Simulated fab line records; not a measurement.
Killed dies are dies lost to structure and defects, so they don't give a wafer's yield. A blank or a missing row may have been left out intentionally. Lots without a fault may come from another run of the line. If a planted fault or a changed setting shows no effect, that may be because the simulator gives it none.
Which of the tools did it? || flow rit_cmos || 42 wafers from 14 lots sampled at 4 of the route's 202 steps

## WHAT THE GAUGES READ, wafer by wafer
RIT_FOX2_THK_MEAS_01. Usual: FOX2_OXIDE_THK gives 344 nm (standard deviation 6.7).
{"lot": "L267", "measured": "day 2 10:02", "on": "film_metro-03", "FOX2_OXIDE_THK (nm)": "341 340 341", "flag": ""}
{"lot": "L268", "measured": "day 2 13:49", "on": "film_metro-04", "FOX2_OXIDE_THK (nm)": "351 347 345", "flag": ""}
{"lot": "L269", "measured": "day 2 17:40", "on": "film_metro-04", "FOX2_OXIDE_THK (nm)": "352 354 348", "flag": ""}
{"lot": "L270", "measured": "day 3 01:07", "on": "film_metro-02", "FOX2_OXIDE_THK (nm)": "518 519 514", "flag": "OFF"}
{"lot": "L271", "measured": "day 3 02:50", "on": "film_metro-03", "FOX2_OXIDE_THK (nm)": "352 350 347", "flag": ""}
{"lot": "L272", "measured": "day 3 07:36", "on": "film_metro-04", "FOX2_OXIDE_THK (nm)": "349 347 348", "flag": ""}
{"lot": "L273", "measured": "day 3 14:42", "on": "film_metro-04", "FOX2_OXIDE_THK (nm)": "510 510 507", "flag": "OFF"}
{"lot": "L277", "measured": "day 4 13:19", "on": "film_metro-04", "FOX2_OXIDE_THK (nm)": "347 345 345", "flag": ""}
{"lot": "L280", "measured": "day 5 01:08", "on": "film_metro-02", "FOX2_OXIDE_THK (nm)": "337 343 338", "flag": ""}
{"lot": "L281", "measured": "day 5 03:55", "on": "film_metro-02", "FOX2_OXIDE_THK (nm)": "345 350 349", "flag": ""}
{"lot": "L283", "measured": "day 5 16:13", "on": "film_metro-04", "FOX2_OXIDE_THK (nm)": "343 346 347", "flag": ""}
{"lot": "L284", "measured": "day 6 00:28", "on": "film_metro-04", "FOX2_OXIDE_THK (nm)": "346 339 338", "flag": ""}
{"lot": "L286", "measured": "day 6 05:01", "on": "film_metro-02", "FOX2_OXIDE_THK (nm)": "337 338 345", "flag": ""}
{"lot": "L288", "measured": "day 6 16:24", "on": "film_metro-04", "FOX2_OXIDE_THK (nm)": "344 343 346", "flag": ""}

RIT_FOX2_THK_MEAS_90. Usual: FIELD_OXIDE_LEFT_1_THK gives 317 nm (standard deviation 6.6).
{"lot": "L267", "measured": "day 2 10:58", "on": "film_metro-03", "FIELD_OXIDE_LEFT_1_THK (nm)": "313 313 314", "flag": ""}
{"lot": "L268", "measured": "day 2 14:46", "on": "film_metro-04", "FIELD_OXIDE_LEFT_1_THK (nm)": "324 319 317", "flag": ""}
{"lot": "L269", "measured": "day 2 18:33", "on": "film_metro-04", "FIELD_OXIDE_LEFT_1_THK (nm)": "325 327 320", "flag": ""}
{"lot": "L270", "measured": "day 3 02:08", "on": "film_metro-03", "FIELD_OXIDE_LEFT_1_THK (nm)": "490 492 487", "flag": "OFF"}
{"lot": "L271", "measured": "day 3 03:43", "on": "film_metro-03", "FIELD_OXIDE_LEFT_1_THK (nm)": "324 322 320", "flag": ""}
{"lot": "L272", "measured": "day 3 09:31", "on": "film_metro-03", "FIELD_OXIDE_LEFT_1_THK (nm)": "321 320 321", "flag": ""}
{"lot": "L273", "measured": "day 3 15:39", "on": "film_metro-03", "FIELD_OXIDE_LEFT_1_THK (nm)": "483 482 479", "flag": "OFF"}
{"lot": "L277", "measured": "day 4 14:15", "on": "film_metro-03", "FIELD_OXIDE_LEFT_1_THK (nm)": "319 318 318", "flag": ""}
{"lot": "L280", "measured": "day 5 02:01", "on": "film_metro-04", "FIELD_OXIDE_LEFT_1_THK (nm)": "309 315 311", "flag": ""}
{"lot": "L281", "measured": "day 5 04:48", "on": "film_metro-03", "FIELD_OXIDE_LEFT_1_THK (nm)": "317 322 321", "flag": ""}
{"lot": "L283", "measured": "day 5 17:05", "on": "film_metro-02", "FIELD_OXIDE_LEFT_1_THK (nm)": "317 319 320", "flag": ""}
{"lot": "L284", "measured": "day 6 01:25", "on": "film_metro-04", "FIELD_OXIDE_LEFT_1_THK (nm)": "319 311 311", "flag": ""}
{"lot": "L286", "measured": "day 6 05:58", "on": "film_metro-02", "FIELD_OXIDE_LEFT_1_THK (nm)": "310 311 318", "flag": ""}
{"lot": "L288", "measured": "day 6 17:17", "on": "film_metro-04", "FIELD_OXIDE_LEFT_1_THK (nm)": "316 316 318", "flag": ""}

RIT_FOX2_THK_MEAS_91. Usual: FIELD_OXIDE_LEFT_2_THK gives 249 nm (standard deviation 6.8).
{"lot": "L267", "measured": "day 3 00:43", "on": "film_metro-04", "FIELD_OXIDE_LEFT_2_THK (nm)": "244 244 245", "flag": ""}
{"lot": "L268", "measured": "day 3 04:25", "on": "film_metro-02", "FIELD_OXIDE_LEFT_2_THK (nm)": "255 251 249", "flag": ""}
{"lot": "L269", "measured": "day 3 08:45", "on": "film_metro-04", "FIELD_OXIDE_LEFT_2_THK (nm)": "257 258 253", "flag": ""}
{"lot": "L270", "measured": "day 3 17:23", "on": "film_metro-04", "FIELD_OXIDE_LEFT_2_THK (nm)": "422 424 419", "flag": "OFF"}
{"lot": "L271", "measured": "day 3 18:35", "on": "film_metro-04", "FIELD_OXIDE_LEFT_2_THK (nm)": "255 254 251", "flag": ""}
{"lot": "L272", "measured": "day 3 21:52", "on": "film_metro-02", "FIELD_OXIDE_LEFT_2_THK (nm)": "253 251 251", "flag": ""}
{"lot": "L273", "measured": "day 5 00:13", "on": "film_metro-04", "FIELD_OXIDE_LEFT_2_THK (nm)": "415 416 411", "flag": "OFF"}
{"lot": "L277", "measured": "day 5 02:45", "on": "film_metro-02", "FIELD_OXIDE_LEFT_2_THK (nm)": "251 250 249", "flag": ""}
{"lot": "L280", "measured": "day 5 14:20", "on": "film_metro-04", "FIELD_OXIDE_LEFT_2_THK (nm)": "241 246 242", "flag": ""}
{"lot": "L281", "measured": "day 5 17:20", "on": "film_metro-03", "FIELD_OXIDE_LEFT_2_THK (nm)": "250 255 254", "flag": ""}
{"lot": "L283", "measured": "day 6 08:08", "on": "film_metro-04", "FIELD_OXIDE_LEFT_2_THK (nm)": "249 252 253", "flag": ""}
{"lot": "L284", "measured": "day 6 13:52", "on": "film_metro-04", "FIELD_OXIDE_LEFT_2_THK (nm)": "250 243 242", "flag": ""}
{"lot": "L286", "measured": "day 6 19:03", "on": "film_metro-03", "FIELD_OXIDE_LEFT_2_THK (nm)": "242 243 250", "flag": ""}
{"lot": "L288", "measured": "day 7 07:22", "on": "film_metro-02", "FIELD_OXIDE_LEFT_2_THK (nm)": "249 249 251", "flag": ""}

## TOOL THAT RAN EACH LOT (tool first, then ch and the chambers of the sampled wafers, then the start)
{"lot": "L267", "RIT_FOX2_OXIDATION_00": "furnace-03 ch 0, day 2 08:42"}
{"lot": "L268", "RIT_FOX2_OXIDATION_00": "furnace-01 ch 0, day 2 12:29"}
{"lot": "L269", "RIT_FOX2_OXIDATION_00": "furnace-01 ch 0, day 2 16:21"}
{"lot": "L270", "RIT_FOX2_OXIDATION_00": "furnace-04 ch 0, day 2 21:40 and furnace-03 ch 0, day 2 23:47"}
{"lot": "L271", "RIT_FOX2_OXIDATION_00": "furnace-04 ch 0, day 3 01:32"}
{"lot": "L272", "RIT_FOX2_OXIDATION_00": "furnace-01 ch 0, day 3 06:17"}
{"lot": "L273", "RIT_FOX2_OXIDATION_00": "furnace-01 ch 0, day 3 11:01"}
{"lot": "L277", "RIT_FOX2_OXIDATION_00": "furnace-04 ch 0, day 4 11:59"}
{"lot": "L280", "RIT_FOX2_OXIDATION_00": "furnace-04 ch 0, day 4 23:48"}
{"lot": "L281", "RIT_FOX2_OXIDATION_00": "furnace-04 ch 0, day 5 02:37"}
{"lot": "L283", "RIT_FOX2_OXIDATION_00": "furnace-03 ch 0, day 5 14:53"}
{"lot": "L284", "RIT_FOX2_OXIDATION_00": "furnace-01 ch 0, day 5 23:08"}
{"lot": "L286", "RIT_FOX2_OXIDATION_00": "furnace-01 ch 0, day 6 03:42"}
{"lot": "L288", "RIT_FOX2_OXIDATION_00": "furnace-04 ch 0, day 6 15:04"}
- RIT_FOX2_OXIDATION_00: target thk 350.7 nm, ox time 1130 s.

## WHAT THE TOOLS THEMSELVES READ (means of the sampled wafers that have a number; where no wafer has one, the mark that the record gives instead)
RIT_FOX2_OXIDATION_00. Usual: spike_tc_load_C 1126 C, standard deviation 3.1; zone_power_centre_pct 52 %, standard deviation 4.
{"lot": "L267", "tool": "furnace-03", "spike_tc_load_C (C)": 1130, "zone_power_centre_pct (%)": 56, "flag": ""}
{"lot": "L268", "tool": "furnace-01", "spike_tc_load_C (C)": 1129, "zone_power_centre_pct (%)": 47, "flag": ""}
{"lot": "L269", "tool": "furnace-01", "spike_tc_load_C (C)": 1128, "zone_power_centre_pct (%)": 47, "flag": ""}
{"lot": "L270", "tool": "furnace-04/furnace-03", "spike_tc_load_C (C)": 1126, "zone_power_centre_pct (%)": 56, "flag": ""}
{"lot": "L271", "tool": "furnace-04", "spike_tc_load_C (C)": 1123, "zone_power_centre_pct (%)": 55, "flag": ""}
{"lot": "L272", "tool": "furnace-01", "spike_tc_load_C (C)": 1127, "zone_power_centre_pct (%)": 47, "flag": ""}
{"lot": "L273", "tool": "furnace-01", "spike_tc_load_C (C)": 1128, "zone_power_centre_pct (%)": 47, "flag": ""}
{"lot": "L277", "tool": "furnace-04", "spike_tc_load_C (C)": 1123, "zone_power_centre_pct (%)": 55, "flag": ""}
{"lot": "L280", "tool": "furnace-04", "spike_tc_load_C (C)": 1123, "zone_power_centre_pct (%)": 55, "flag": ""}
{"lot": "L281", "tool": "furnace-04", "spike_tc_load_C (C)": 1123, "zone_power_centre_pct (%)": 55, "flag": ""}
{"lot": "L283", "tool": "furnace-03", "spike_tc_load_C (C)": 1130, "zone_power_centre_pct (%)": 56, "flag": ""}
{"lot": "L284", "tool": "furnace-01", "spike_tc_load_C (C)": 1128, "zone_power_centre_pct (%)": 47, "flag": ""}
{"lot": "L286", "tool": "furnace-01", "spike_tc_load_C (C)": 1128, "zone_power_centre_pct (%)": 47, "flag": ""}
{"lot": "L288", "tool": "furnace-04", "spike_tc_load_C (C)": 1123, "zone_power_centre_pct (%)": 55, "flag": ""}

## THE ANSWER, worked out from the rows above alone
Rule: lot off if the mean of its wafers having a number is beyond 3 standard deviations from the usual mean. A lot without any number at a reading at which 4 lots or more have one is off too. All remaining lots with rows at the step are treated as sound. Order of review: gauges by route order, followed by the tools' own readings, for which a lot's mean as printed above is used. At the first step where some lot is off, the reading lying furthest off is the one used; lots without a number count as furthest.
Off: at RIT_FOX2_THK_MEAS_01 (FOX2_OXIDE_THK), L270, L273.
A tool fits if, at a process step before that reading, it ran every lot that is off, and no sound lot after the first of them. The gauges at RIT_FOX2_THK_MEAS_01 aren't tried: what is off there is off at RIT_FOX2_THK_MEAS_90 too, on other tools, and a gauge's error can't cause that. Not one of the candidates tried fits.

## WHAT THE SIMULATOR HAD INSERTED
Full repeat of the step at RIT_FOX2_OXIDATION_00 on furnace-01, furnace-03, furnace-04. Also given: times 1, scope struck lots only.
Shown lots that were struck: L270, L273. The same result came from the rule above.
